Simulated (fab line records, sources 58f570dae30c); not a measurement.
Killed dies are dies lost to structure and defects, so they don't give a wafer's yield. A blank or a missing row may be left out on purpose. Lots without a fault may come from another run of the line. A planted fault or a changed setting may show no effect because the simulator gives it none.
Chamber matching | flow berkeley_cmos170 | UCB170_M1_ETCH_11 on rie_diel-03: 4 sister chambers
The step etches BARC in N2/H2. 8 wafers are shown with their chamber, then 9 later ones without.

WAFERS WITH THEIR CHAMBER
wafer  | chamber | throttle_valve_pct (%) | drypump_motor_current_A (A)
L077.6 | 2       | 13.50                  | 5.8
L081.3 | 3       | 13.56                  | 5.5
L081.6 | 0       | 13.19                  | 5.1
L082.4 | 0       | 13.20                  | 5.0
L082.5 | 1       | 13.32                  | 5.6
L084.3 | 3       | 13.57                  | 5.5
L084.4 | 2       | 13.50                  | 5.8
L084.6 | 1       | 13.32                  | 5.7

WAFERS WITHOUT THEIR CHAMBER
wafer  | throttle_valve_pct (%) | drypump_motor_current_A (A)
L091.3 | 13.31                  | 5.7
L091.4 | 13.20                  | 5.1
L091.5 | 13.57                  | 5.6
L094.1 | 13.20                  | 5.0
L094.4 | 13.33                  | 5.7
L094.6 | 13.21                  | 5.1
L090.2 | 13.33                  | 5.7
L090.5 | 13.58                  | 5.5
L090.6 | 13.19                  | 5.1

WHICH CHAMBER EACH WENT THROUGH
wafer  | from the rows above | in truth
L091.3 | 1                   | 1
L091.4 | 0                   | 0
L091.5 | 3                   | 3
L094.1 | 0                   | 0
L094.4 | 1                   | 1
L094.6 | 0                   | 0
L090.2 | 1                   | 1
L090.5 | 3                   | 3
L090.6 | 0                   | 0
Placed correctly: 9 of 9. Can't be placed from these rows: 0. Placed wrongly: 0.
How it was worked out, from the rows above alone: a wafer's distance from a chamber is the root of the sum, over the readings, of the square of ((its reading less the chamber's mean) divided by the reading's scatter). The wafer belongs to the nearest chamber; if the next one is less than 2 further off, it can't be placed. A chamber's mean is the mean of its shown wafers. The scatter: the root of (the sum of the squares of (reading less its chamber's mean) over the shown wafers, divided by (wafers less chambers)).
